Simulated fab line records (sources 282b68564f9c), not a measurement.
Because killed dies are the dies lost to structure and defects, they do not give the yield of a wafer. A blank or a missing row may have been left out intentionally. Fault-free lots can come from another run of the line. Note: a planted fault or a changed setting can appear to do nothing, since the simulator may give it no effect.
fab line records    flow rit-cmos
record lots=5  wafers=23
route steps=202 shown SPACER@128 NSD@139 PSD@149 SDANNEAL@156 CONTACT@168 M1@188
start-h: hours from the record's first day to the start of the lot's first wafer shown    wait-h: hours from the lot's prior step to this one    " the same as in the row above    L1.1+2: several wafers, shown together as one row    - no value present, or no start provided    * or withheld: withheld    < > ~ a bound
route shown NAME@n: names a module that has steps shown in the file, with the first one's number in the route    usual: the fault-free wafers' mean and standard deviation    same: alike in all rows    chamber/n: place in a boat    sites: readings site by site    _std_site: how widely they spread, as a standard deviation    _edge_site: inner sites' mean taken away from outer sites' mean    radius-mm: how far each site lies from the wafer's centre    mask NAME#n: copy n    behind: tool/chamber where the wafer was last shaped    hold: why the lot went on hold/how many hours it stayed there/how the hold came to an end    device: names the non-switching transistor (n, p or np)    end of line: the same wafers' tests at the end of the route    a step given without rows: its recipe and nothing more    killed: not the wafer's yield, but the dies lost to structure and defects at the first sort    map: dies across one wafer; x = killed, . = not, _ = none there
set.NAME: the setting as run; set.NAME@STEP: as run at that earlier step    model.NAME: the simulator's own value behind a step, which no gauge read
lots run with intentionally changed settings; tables by step, rows by wafer
## steps
# step RIT_SPACER_CVD_03
# recipe material=Si3N4  target-thk-nm=250  temp-c=810  precursor=SiH2Cl2/NH3  time-s=3300  pressure-mtorr=300  sih2cl2-flow-sccm=60  nh3-flow-sccm=150
lot.wafer  tool      chamber  start-h  wait-h  set.temp-c  model.Si3N4_of_SPACER_CVD_03.thk-nm
L077.1     lpcvd-02  0        60.89    1.3     810         249.4
L077.4     "         0        "        "       810         249.7
L077.6     "         0        "        "       810         248.6
L078.2     -         -        -        0.0     795.7       189.8
L078.3     "         -        "        "       795.7       189
L078.4     "         -        "        "       795.7       188.6
L078.5     "         -        "        "       795.7       189.5
L078.6     "         -        "        "       795.7       188.4
L080.2     -         -        -        0.0     794.9       188
L080.3     "         -        "        "       794.9       188.9
L080.4     "         -        "        "       794.9       183.9
L080.5     "         -        "        "       794.9       185.8
L080.6     "         -        "        "       794.9       186.8
L081.1     -         -        -        0.0     819.7       299.4
L081.2     "         -        "        "       819.7       296.4
L081.3     "         -        "        "       819.7       297.9
L081.4     "         -        "        "       819.7       297.7
L081.5     "         -        "        "       819.7       295.8
L083.1     -         -        -        0.4     810         256.2
L083.2     "         -        "        "       810         251.8
L083.3     "         -        "        "       810         254.6
L083.4     "         -        "        "       810         253.5
L083.5     "         -        "        "       810         253.3
# step RIT_SPACER_THK_MEAS_04
# recipe reads=Si3N4_of_SPACER_CVD_03
# usual SPACER_NITRIDE_THK=249/3.1
lot.wafer  tool           chamber  start-h  wait-h  set.temp-c@SPACER_CVD_03  SPACER_NITRIDE_THK[nm]
L077.1     film-metro-02  -        62.80    0.0     810                       249
L077.4     "              -        "        "       810                       250
L077.6     "              -        "        "       810                       249
L078.2     film-metro-02  -        -        -       795.7                     190
L078.3     "              -        "        "       795.7                     189
L078.4     "              -        "        "       795.7                     188
L078.5     "              -        "        "       795.7                     189
L078.6     "              -        "        "       795.7                     188
L080.2     film-metro-03  -        -        -       794.9                     188
L080.3     "              -        "        "       794.9                     189
L080.4     "              -        "        "       794.9                     184
L080.5     "              -        "        "       794.9                     186
L080.6     "              -        "        "       794.9                     187
L081.1     film-metro-02  -        -        -       819.7                     299
L081.2     "              -        "        "       819.7                     297
L081.3     "              -        "        "       819.7                     298
L081.4     "              -        "        "       819.7                     298
L081.5     "              -        "        "       819.7                     296
L083.1     film-metro-01  -        -        -       810                       256
L083.2     "              -        "        "       810                       252
L083.3     "              -        "        "       810                       255
L083.4     "              -        "        "       810                       254
L083.5     "              -        "        "       810                       253
# step RIT_SPACER_ETCHBACK_05
# recipe target-depth-a=2500  SF6_flow_sccm=30  CHF3_flow_sccm=30  target=Si3N4  chemistry=SF6/CHF3  pressure-mtorr=40  rf-w=250  time-s=240  stop-on=SiO2
# usual oes-product-au=0.838/0.017
lot.wafer  tool         chamber  start-h  wait-h  set.temp-c@SPACER_CVD_03  oes-product-au  model.etch.depth-nm  model.Si3N4_of_SPACER_CVD_03.thk-nm
L077.1     rie-diel-03  3        62.86    0.1     810                       0.851           249.4                194.9
L077.4     "            1        "        "       810                       0.831           249.7                196.1
L077.6     "            2        "        "       810                       0.834           248.6                196
L078.2     rie-diel-03  3        67.77    0.0     795.7                     0.697           189.8                148.3
L078.3     "            2        "        "       795.7                     0.696           189                  148.8
L078.4     "            0        "        "       795.7                     0.694           188.6                148.6
L078.5     "            3        "        "       795.7                     0.693           189.5                148.2
L078.6     "            2        "        "       795.7                     0.691           188.4                148.8
L080.2     rie-diel-03  1        81.25    0.0     794.9                     0.683           188                  147.7
L080.3     "            2        "        "       794.9                     0.686           188.9                148.6
L080.4     "            1        "        "       794.9                     0.663           183.9                144.4
L080.5     "            1        "        "       794.9                     0.672           185.8                146.1
L080.6     "            2        "        "       794.9                     0.690           186.8                147.3
L081.1     rie-diel-04  2        81.43    0.1     819.7                     0.939           299.4                232.1
L081.2     "            1        "        "       819.7                     0.945           296.4                231.1
L081.3     "            0        "        "       819.7                     0.951           297.9                232.8
L081.4     "            3        "        "       819.7                     0.961           297.7                233.2
L081.5     "            1        "        "       819.7                     0.938           295.8                230.8
L083.1     rie-diel-04  2        95.51    0.1     810                       0.836           256.2                199.4
L083.2     "            0        "        "       810                       0.845           251.8                196.9
L083.3     "            3        "        "       810                       0.858           254.6                199.7
L083.4     "            1        "        "       810                       0.847           253.5                198.1
L083.5     "            3        "        "       810                       0.862           253.3                198.9
# step RIT_NSD_IMPLANT_08
# recipe species=P  energy-kev=25  dose-cm2=1e+15  tilt-deg=7
lot.wafer       tool          chamber  start-h  wait-h  set.energy-kev  model.implant.rp-nm  model.implant.drp-nm
L077.1+4+6      implanter-04  0        64.17    0.1     25              33.41                14.84
L078.2+5        implanter-02  0        69.28    0.1     23.95           30.64                14.46
L078.3+4+6      "             0        "        "       25              31.54                14.84
L080.2+3+4+5+6  implanter-03  0        82.53    0.1     25              32.01                14.84
L081.1+4+5      implanter-02  0        82.98    0.1     25              32.16                14.84
L081.2+3        "             0        "        "       23.86           31.16                14.43
L083.1+2+3+4+5  implanter-03  0        97.05    0.1     25              32.25                14.84
# step RIT_PSD_HARDBAKE_07
# recipe resist=NOVOLAK  temp-c=140  time-s=60
lot.wafer  tool            chamber  start-h  wait-h  set.temp-c  model.NOVOLAK_of_PSD_COAT_01.thk-nm
L077.1     litho-track-04  0        65.86    0.2     140         881.8
L077.4     "               0        "        "       140         882.8
L077.6     "               0        "        "       140         882.1
L078.2     litho-track-02  0        70.68    0.0     143.1       883.7
L078.3     "               0        "        "       143.1       883.3
L078.4     "               0        "        "       140         889.1
L078.5     "               0        "        "       143.1       887.2
L078.6     "               0        "        "       140         886.3
L080.2     litho-track-02  0        83.84    0.0     135.9       891.9
L080.3     "               0        "        "       140         883.4
L080.4     "               0        "        "       135.9       894.1
L080.5     "               0        "        "       140         884.5
L080.6     "               0        "        "       140         884.9
L081.1     litho-track-02  0        84.25    0.0     142.5       883.3
L081.2     "               0        "        "       140         886.1
L081.3     "               0        "        "       142.5       884.8
L081.4     "               0        "        "       140         887
L081.5     "               0        "        "       140         887.1
L083.1     litho-track-02  0        98.32    0.0     141.9       883.9
L083.2     "               0        "        "       140         887.5
L083.3     "               0        "        "       140         885.2
L083.4     "               0        "        "       141.9       883.5
L083.5     "               0        "        "       141.9       884.1
# step RIT_SDANNEAL_RTA_03
# recipe temp-c=1050  time-s=5  idle-temp-c=600  ramp-up-c-per-s=342  ramp-down-c-per-s=171  cool-to-c=600  ambient=N2
lot.wafer   tool           chamber  start-h  wait-h  set.time-s
L077.1+4+6  rtp-anneal-01  0        66.79    0.0     5
L078.2+3+6  rtp-anneal-02  0        71.58    0.0     4.706
L078.4+5    "              0        "        "       5
L080.2+4+5  rtp-anneal-02  0        84.73    0.0     4.437
L080.3+6    "              0        "        "       5
L081.1+2+3  rtp-anneal-01  0        85.15    0.0     5
L081.4+5    "              0        "        "       5.679
L083.1+2+5  rtp-anneal-01  0        99.25    0.0     4.767
L083.3+4    "              0        "        "       5
# step RIT_SDANNEAL_RS_MEAS_04
# recipe thk-meas-gauge=four-point-probe
# usual PSD_RS=116.56/0.28
lot.wafer  tool           chamber  start-h  wait-h  set.time-s@SDANNEAL_RTA_03  PSD_RS[ohm/sq]
L077.1     film-metro-04  -        66.85    0.0     5                           116.66
L077.4     "              -        "        "       5                           116.58
L077.6     "              -        "        "       5                           115.84
L078.2     film-metro-04  -        71.65    0.1     4.706                       117.67
L078.3     "              -        "        "       4.706                       117.83
L078.4     "              -        "        "       5                           117.27
L078.5     "              -        "        "       5                           116.66
L078.6     "              -        "        "       4.706                       117.87
L080.2     film-metro-02  -        84.80    0.1     4.437                       118.31
L080.3     "              -        "        "       5                           116.99
L080.4     "              -        "        "       4.437                       118.37
L080.5     "              -        "        "       4.437                       118.42
L080.6     "              -        "        "       5                           116.58
L081.1     film-metro-01  -        85.21    0.0     5                           116.38
L081.2     "              -        "        "       5                           116.28
L081.3     "              -        "        "       5                           116.48
L081.4     "              -        "        "       5.679                       114.33
L081.5     "              -        "        "       5.679                       114.76
L083.1     film-metro-02  -        99.31    0.0     4.767                       117.38
L083.2     "              -        "        "       4.767                       117.22
L083.3     "              -        "        "       5                           116.61
L083.4     "              -        "        "       5                           116.65
L083.5     "              -        "        "       4.767                       117.14
# step RIT_CONTACT_CVD_00
# recipe material=SiO2  target-thk-nm=400  precursor=TEOS  temp-c=390  time-s=61  rf-w=400
lot.wafer  tool      chamber  start-h  wait-h  set.time-s  model.SiO2_of_CONTACT_CVD_00.thk-nm
L077.1     pecvd-04  1        67.85    0.1     61          400.3
L077.4     "         1        "        "       61          407.3
L077.6     "         2        "        "       61          415.4
L078.2     pecvd-02  1        72.63    0.0     69.73       454.9
L078.3     "         0        "        "       69.73       453.1
L078.4     "         2        "        "       61          401.6
L078.5     "         1        "        "       61          408.4
L078.6     "         0        "        "       61          405.1
L080.2     pecvd-04  1        85.78    0.0     65.08       422.5
L080.3     "         2        "        "       61          398.1
L080.4     "         1        "        "       65.08       432
L080.5     "         2        "        "       61          400.2
L080.6     "         0        "        "       65.08       433.4
L081.1     pecvd-02  0        86.21    0.1     61          395.2
L081.2     "         2        "        "       68.04       445.5
L081.3     "         1        "        "       61          394
L081.4     "         1        "        "       68.04       451.1
L081.5     "         0        "        "       61          401.8
L083.1     pecvd-04  2        100.31   0.1     61          399.9
L083.2     "         0        "        "       61          395.8
L083.3     "         1        "        "       53.47       347.8
L083.4     "         2        "        "       53.47       358.3
L083.5     "         0        "        "       53.47       355.8
# step RIT_CONTACT_THK_MEAS_01
# recipe reads=SiO2_of_CONTACT_CVD_00
# usual CONTACT_TEOS_THK=401/5
lot.wafer  tool           chamber  start-h  wait-h  set.time-s@CONTACT_CVD_00  CONTACT_TEOS_THK[nm]
L077.1     film-metro-03  -        67.90    0.0     61                         400
L077.4     "              -        "        "       61                         407
L077.6     "              -        "        "       61                         415
L078.2     film-metro-01  -        72.69    0.0     69.73                      455
L078.3     "              -        "        "       69.73                      453
L078.4     "              -        "        "       61                         402
L078.5     "              -        "        "       61                         409
L078.6     "              -        "        "       61                         405
L080.2     film-metro-03  -        85.84    0.0     65.08                      423
L080.3     "              -        "        "       61                         398
L080.4     "              -        "        "       65.08                      432
L080.5     "              -        "        "       61                         400
L080.6     "              -        "        "       65.08                      433
L081.1     film-metro-01  -        86.26    0.0     61                         395
L081.2     "              -        "        "       68.04                      445
L081.3     "              -        "        "       61                         394
L081.4     "              -        "        "       68.04                      451
L081.5     "              -        "        "       61                         402
L083.1     film-metro-04  -        100.36   0.0     61                         400
L083.2     "              -        "        "       61                         396
L083.3     "              -        "        "       53.47                      348
L083.4     "              -        "        "       53.47                      358
L083.5     "              -        "        "       53.47                      356
# step RIT_CONTACT_COAT_03
# recipe resist=NOVOLAK  spin-rpm=3250  resist-thk-nm=1000
lot.wafer  tool            chamber  start-h  wait-h  set.resist-thk-nm  model.NOVOLAK_of_CONTACT_COAT_03.thk-nm
L077.1     litho-track-04  0        68.11    0.1     1000               999.9
L077.4     "               0        "        "       1000               999.7
L077.6     "               0        "        "       1000               998
L078.2     litho-track-01  0        72.91    0.1     1000               998.8
L078.3     "               0        "        "       1055               1053
L078.4     "               0        "        "       1000               1000
L078.5     "               0        "        "       1055               1052
L078.6     "               0        "        "       1055               1058
L080.2+3   litho-track-01  0        86.06    0.1     1000               1007
L080.4     "               0        "        "       1052               1057
L080.5     "               0        "        "       1052               1059
L080.6     "               0        "        "       1000               1006
L081.1     litho-track-04  0        86.55    0.1     967                968.7
L081.2     "               0        "        "       967                968.4
L081.3     "               0        "        "       1000               1001
L081.4     "               0        "        "       1000               1002
L081.5     "               0        "        "       1000               1004
L083.1     litho-track-01  0        100.57   0.1     976.1              981.7
L083.2+4   "               0        "        "       1000               1006
L083.3     "               0        "        "       976.1              978.4
L083.5     "               0        "        "       1000               1005
# step RIT_CONTACT_SOFTBAKE_04
# recipe resist=NOVOLAK  temp-c=90  time-s=60
# step RIT_CONTACT_EXPOSE_05
# recipe mask-id=M11  na=0.6  source-shape=conventional  sigma-outer=0.5  target-cd-nm=1000  dose-mj=250
# step RIT_CONTACT_HARDBAKE_10
# recipe resist=NOVOLAK  temp-c=140  time-s=60
lot.wafer  tool            chamber  start-h  wait-h  set.resist-thk-nm@CONTACT_COAT_03  model.NOVOLAK_of_CONTACT_COAT_03.thk-nm
L077.1     litho-track-04  0        69.42    0.1     1000                               883.3
L077.4     "               0        "        "       1000                               883.1
L077.6     "               0        "        "       1000                               881.6
L078.2     litho-track-03  0        74.04    0.0     1000                               882.3
L078.3     "               0        "        "       1055                               929.6
L078.4     "               0        "        "       1000                               883.7
L078.5     "               0        "        "       1055                               928.6
L078.6     "               0        "        "       1055                               934.3
L080.2     litho-track-01  0        87.07    0.0     1000                               889.7
L080.3     "               0        "        "       1000                               889.1
L080.4     "               0        "        "       1052                               932.9
L080.5     "               0        "        "       1052                               934.6
L080.6     "               0        "        "       1000                               888.5
L081.1     litho-track-01  0        87.52    0.0     967                                856
L081.2     "               0        "        "       967                                855.7
L081.3     "               0        "        "       1000                               884.2
L081.4     "               0        "        "       1000                               885.4
L081.5     "               0        "        "       1000                               886.6
L083.1     litho-track-03  0        101.67   0.0     976.1                              867.3
L083.2     "               0        "        "       1000                               888.9
L083.3     "               0        "        "       976.1                              864.4
L083.4     "               0        "        "       1000                               888.5
L083.5     "               0        "        "       1000                               887.6
# step RIT_CONTACT_ETCH_11
# recipe target-depth-a=4800  over-etch-frac=0.2  stop-on=TiSi2  chemistry=CHF3/CF4/Ar  target=SiO2  CHF3_flow_sccm=50  cf4-flow-sccm=10  Ar_flow_sccm=100  O2_flow_sccm=5  pressure-mtorr=100  rf-w=200  time-s=320
lot.wafer  tool         chamber  start-h  wait-h  set.time-s@CONTACT_CVD_00  set.resist-thk-nm@CONTACT_COAT_03  model.CONTACT.feature-depth-nm  model.etch.depth-nm  model.NOVOLAK_of_CONTACT_COAT_03.thk-nm
L077.1     rie-diel-01  2        69.57    0.1     61                         1000                               400.3                           400.3                769.5
L077.4     "            3        "        "       61                         1000                               407.3                           407.3                769.8
L077.6     "            3        "        "       61                         1000                               415.4                           415.4                767
L078.2     rie-diel-03  2        74.17    0.1     69.73                      1000                               454.9                           454.9                768.1
L078.3     "            1        "        "       69.73                      1055                               453.1                           453.1                815.3
L078.4     "            2        "        "       61                         1000                               401.6                           401.6                769.8
L078.5     "            2        "        "       61                         1055                               408.4                           408.4                814.9
L078.6     "            1        "        "       61                         1055                               405.1                           405.1                820.9
L080.2     rie-diel-03  1        87.19    0.1     65.08                      1000                               422.5                           422.5                776.5
L080.3     "            0        "        "       61                         1000                               398.1                           398.1                775
L080.4     "            1        "        "       65.08                      1052                               432                             432                  819.5
L080.5     "            0        "        "       61                         1052                               400.2                           400.2                820.3
L080.6     "            2        "        "       65.08                      1000                               433.4                           433.4                775.6
L081.1     rie-diel-04  0        87.67    0.1     61                         967                                395.2                           395.2                742.6
L081.2     "            1        "        "       68.04                      967                                445.5                           445.5                741
L081.3     "            2        "        "       61                         1000                               394                             394                  764.5
L081.4     "            3        "        "       68.04                      1000                               451.1                           451.1                773.7
L081.5     "            3        "        "       61                         1000                               401.8                           401.8                774.9
L083.1     rie-diel-04  2        101.82   0.1     61                         976.1                              399.9                           399.9                748.9
L083.2     "            3        "        "       61                         1000                               395.8                           395.8                776.4
L083.3     "            0        "        "       53.47                      976.1                              347.8                           347.8                751.5
L083.4     "            1        "        "       53.47                      1000                               358.3                           358.3                774.5
L083.5     "            2        "        "       53.47                      1000                               355.8                           355.8                767.6
# step RIT_M1_COAT_04
# recipe resist=NOVOLAK  spin-rpm=2000  resist-thk-nm=1300
lot.wafer  tool            chamber  start-h  wait-h  set.spin-rpm  model.NOVOLAK_of_M1_COAT_04.thk-nm
L077.1     litho-track-03  0        71.04    0.1     2000          1304
L077.4     "               0        "        "       2000          1301
L077.6     "               0        "        "       2000          1302
L078.2     litho-track-03  0        75.77    0.1     2000          1299
L078.3+4   "               0        "        "       1883          1337
L078.5     "               0        "        "       2000          1302
L078.6     "               0        "        "       2000          1305
L080.2     litho-track-01  0        88.68    0.1     2139          1258
L080.3     "               0        "        "       2139          1255
L080.4+6   "               0        "        "       2000          1303
L080.5     "               0        "        "       2139          1256
L081.1+4   litho-track-01  0        89.14    0.1     2000          1304
L081.2     "               0        "        "       2000          1301
L081.3+5   "               0        "        "       2000          1300
L083.1     litho-track-02  0        103.35   0.1     2129          1257
L083.2     "               0        "        "       2000          1303
L083.3     "               0        "        "       2129          1258
L083.4     "               0        "        "       2129          1259
L083.5     "               0        "        "       2000          1297
# step RIT_M1_SOFTBAKE_05
# recipe resist=NOVOLAK  temp-c=90  time-s=60
# step RIT_M1_EXPOSE_06
# recipe mask-id=M12  na=0.6  source-shape=conventional  sigma-outer=0.5  target-cd-nm=2600  dose-mj=250
# step RIT_M1_HARDBAKE_11
# recipe resist=NOVOLAK  temp-c=140  time-s=120
lot.wafer  tool            chamber  start-h  wait-h  set.spin-rpm@M1_COAT_04  model.NOVOLAK_of_M1_COAT_04.thk-nm
L077.1     litho-track-03  0        72.05    0.0     2000                     1140
L077.4     "               0        "        "       2000                     1138
L077.6     "               0        "        "       2000                     1139
L078.2     litho-track-01  0        76.80    0.1     2000                     1136
L078.3+4   "               0        "        "       1883                     1169
L078.5     "               0        "        "       2000                     1139
L078.6     "               0        "        "       2000                     1142
L080.2     litho-track-02  0        89.71    0.1     2139                     1101
L080.3+5   "               0        "        "       2139                     1099
L080.4     "               0        "        "       2000                     1140
L080.6     "               0        "        "       2000                     1139
L081.1+4   litho-track-02  0        90.02    0.0     2000                     1141
L081.2     "               0        "        "       2000                     1138
L081.3+5   "               0        "        "       2000                     1137
L083.1+3   litho-track-03  0        104.36   0.0     2129                     1100
L083.2     "               0        "        "       2000                     1140
L083.4     "               0        "        "       2129                     1101
L083.5     "               0        "        "       2000                     1134
# step RIT_M1_METAL_ETCH_12
# recipe stop-on=SiO2  chemistry=Cl2/BCl3  target=Al  time-s=165  over-etch-frac=0.5  pressure-mtorr=100  target-depth-a=6000  rf-w=250  Cl2_flow_sccm=60  bcl3-flow-sccm=50
lot.wafer  tool          chamber  start-h  wait-h  set.over-etch-frac  set.time-s@CONTACT_CVD_00  model.SiO2_of_CONTACT_CVD_00.thk-nm
L077.1     rie-metal-02  1        72.30    0.2     0.5                 61                         363.3
L077.4     "             1        "        "       0.5                 61                         370
L077.6     "             1        "        "       0.5                 61                         378.4
L078.2     rie-metal-04  0        77.00    0.2     0.5                 69.73                      417.8
L078.3     "             1        "        "       0.5                 69.73                      416.9
L078.4     "             0        "        "       0.5                 61                         364.4
L078.5     "             0        "        "       0.5                 61                         371.5
L078.6     "             1        "        "       0.5                 61                         369
L080.2     rie-metal-02  1        89.92    0.2     0.5                 65.08                      385.3
L080.3     "             0        "        "       0.6161              61                         359.5
L080.4     "             1        "        "       0.5                 65.08                      394.9
L080.5     "             0        "        "       0.6161              61                         361.5
L080.6     "             1        "        "       0.6161              65.08                      393.6
L081.1     rie-metal-04  0        90.27    0.2     0.6273              61                         355.2
L081.2     "             1        "        "       0.5                 68.04                      409.4
L081.3     "             0        "        "       0.6273              61                         353.9
L081.4     "             1        "        "       0.5                 68.04                      414.6
L081.5     "             1        "        "       0.5                 61                         365.4
L083.1     rie-metal-02  0        104.61   0.2     0.5                 61                         363.8
L083.2     "             1        "        "       0.3752              61                         361.4
L083.3     "             1        "        "       0.3752              53.47                      313.3
L083.4     "             0        "        "       0.5                 53.47                      322.2
L083.5     "             0        "        "       0.3752              53.47                      322.2
# step RIT_M1_ANNEAL_15
# recipe temp-c=450  time-s=1800  ambient=forming_gas_H2N2
lot.wafer       tool  chamber  start-h  wait-h  set.time-s
L077.1+4+6      -     -        73.27    0.4     1800
L078.2+3+4+5+6  -     -        -        0.1     1646
L080.2+3+4+5+6  -     -        -        1.6     1878
L081.1+2+3+4+5  -     -        -        1.2     1944
L083.1+2+3+4+5  -     -        -        0.1     1654
# step RIT_M1_PROBE_99
lot.wafer  tool       chamber  start-h  wait-h  set.dose-mj@GATE_EXPOSE_13  set.temp-c@SPACER_CVD_03  model.etest.pmos_0p15.r-on-ohm-um  model.etest.pmos-turned.r-on-ohm-um  model.etest.nmos_0p3.r-on-ohm-um  model.etest.pplus-sal.width-nm  model.etest.nplus-sal.width-nm  model.etest.nmos_0p15.drive-ua-um  model.etest.nmos_0p15.r-on-ohm-um
L077.1     prober-01  -        74.89    0.1     380                         810                       2894                               3642                                 2131                              3461                            3453                            473.9                              1127
L077.4     prober-01  -        75.04    0.2     380                         810                       2927                               3684                                 2132                              3440                            3437                            465.9                              1112
L077.6     prober-01  -        75.14    0.2     380                         810                       2771                               3531                                 2087                              3449                            3440                            488.4                              1061
L081.1     prober-01  -        93.71    0.1     380                         819.7                     2681                               3264                                 2114                              3366                            3373                            471.9                              1066
L081.2     prober-01  -        93.76    0.1     380                         819.7                     2683                               3326                                 2080                              3374                            3361                            481.9                              1045
L081.3     prober-01  -        93.81    0.2     368.1                       819.7                     3060                               3695                                 2132                              3353                            3356                            426.1                              1158
L081.4     prober-01  -        93.86    0.2     368.1                       819.7                     2971                               3567                                 2158                              3341                            3348                            415.2                              1181
L081.5     prober-01  -        93.91    0.2     368.1                       819.7                     2980                               3590                                 2143                              3355                            3356                            424.2                              1177
L083.1     prober-01  -        106.87   0.1     380                         810                       3073                               3814                                 2386                              3440                            3472                            419                                1210
L083.2     prober-01  -        106.92   0.1     364.6                       810                       3498                               4189                                 2485                              3473                            3463                            342                                1367
L083.3     prober-01  -        106.97   0.2     380                         810                       2902                               3614                                 2355                              3450                            3462                            411.5                              1176
L083.4     prober-01  -        107.02   0.2     380                         810                       2808                               3510                                 2318                              3460                            3471                            442                                1143
L083.5     prober-01  -        107.07   0.2     364.6                       810                       3613                               4339                                 2488                              3443                            3433                            338.5                              1343
# killed by level:class
L077.1 FOX1:geometric-particle:open=1 GATE:geometric-particle:short=1 SPACER:geometric-particle:open=1 SILICIDE:geometric-particle:open=1
L077.4 GATE:geometric-particle:short=2 SILICIDE:geometric-particle:short=1
L077.6 GATE:geometric-particle:short=2 SILICIDE:geometric-particle:open=2 SILICIDE:geometric-particle:short=2 GATE:geometric-particle:open=1 REOX:geometric-particle:short=1 STARTING-WAFER:geometric-particle:open=1
## key
split step=RIT_SPACER_CVD_03  setting=temp-c  stated=810  by=lot
response step=RIT_SPACER_CVD_03  reading=model.Si3N4_of_SPACER_CVD_03.thk-nm  change=+36.1  per=1%  r=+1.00
response step=RIT_SPACER_THK_MEAS_04  reading=SPACER_NITRIDE_THK  change=+36.1  per=1%  r=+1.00
response step=RIT_SPACER_ETCHBACK_05  reading=oes-product-au  change=+0.0867  per=1%  r=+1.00
response step=RIT_SPACER_ETCHBACK_05  reading=model.etch.depth-nm  change=+36.1  per=1%  r=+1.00
response step=RIT_SPACER_ETCHBACK_05  reading=model.Si3N4_of_SPACER_CVD_03.thk-nm  change=+27.9  per=1%  r=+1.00
response step=RIT_M1_PROBE_99  reading=model.etest.pplus-sal.width-nm  change=-78.7  per=1%  r=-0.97
response step=RIT_M1_PROBE_99  reading=model.etest.nplus-sal.width-nm  change=-79.7  per=1%  r=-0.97
split step=RIT_NSD_IMPLANT_08  setting=energy-kev  stated=25  by=wafer
response step=RIT_NSD_IMPLANT_08  reading=model.implant.rp-nm  change=+0.217  per=1%  r=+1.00
response step=RIT_NSD_IMPLANT_08  reading=model.implant.drp-nm  change=+0.0903  per=1%  r=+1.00
split step=RIT_PSD_HARDBAKE_07  setting=temp-c  stated=140  by=wafer
response step=RIT_PSD_HARDBAKE_07  reading=model.NOVOLAK_of_PSD_COAT_01.thk-nm  change=-2.18  per=1%  r=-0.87
split step=RIT_SDANNEAL_RTA_03  setting=time-s  stated=5  by=wafer
response step=RIT_SDANNEAL_RS_MEAS_04  reading=PSD_RS  change=-0.137  per=1%  r=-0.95
split step=RIT_CONTACT_CVD_00  setting=time-s  stated=61  by=wafer
response step=RIT_CONTACT_CVD_00  reading=model.SiO2_of_CONTACT_CVD_00.thk-nm  change=+3.8  per=1%  r=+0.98
response step=RIT_CONTACT_THK_MEAS_01  reading=CONTACT_TEOS_THK  change=+3.79  per=1%  r=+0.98
response step=RIT_CONTACT_ETCH_11  reading=model.CONTACT.feature-depth-nm  change=+3.8  per=1%  r=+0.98
response step=RIT_CONTACT_ETCH_11  reading=model.etch.depth-nm  change=+3.8  per=1%  r=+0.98
response step=RIT_M1_METAL_ETCH_12  reading=model.SiO2_of_CONTACT_CVD_00.thk-nm  change=+3.86  per=1%  r=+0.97
split step=RIT_CONTACT_COAT_03  setting=resist-thk-nm  stated=1000  by=wafer
response step=RIT_CONTACT_COAT_03  reading=model.NOVOLAK_of_CONTACT_COAT_03.thk-nm  change=+10  per=1%  r=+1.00
response step=RIT_CONTACT_HARDBAKE_10  reading=model.NOVOLAK_of_CONTACT_COAT_03.thk-nm  change=+8.76  per=1%  r=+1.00
response step=RIT_CONTACT_ETCH_11  reading=model.NOVOLAK_of_CONTACT_COAT_03.thk-nm  change=+8.72  per=1%  r=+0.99
split step=RIT_M1_COAT_04  setting=spin-rpm  stated=2000  by=wafer
response step=RIT_M1_COAT_04  reading=model.NOVOLAK_of_M1_COAT_04.thk-nm  change=-6.45  per=1%  r=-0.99
response step=RIT_M1_HARDBAKE_11  reading=model.NOVOLAK_of_M1_COAT_04.thk-nm  change=-5.56  per=1%  r=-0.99
split step=RIT_M1_METAL_ETCH_12  setting=over-etch-frac  stated=0.5  by=wafer
response none clear
split step=RIT_M1_ANNEAL_15  setting=time-s  stated=1800  by=lot
response none clear
split outside-this-file step=RIT_GATE_EXPOSE_13 setting=dose-mj
# split outside-this-file: this setting was split too, and the file shows its column; the key of that split is in another file
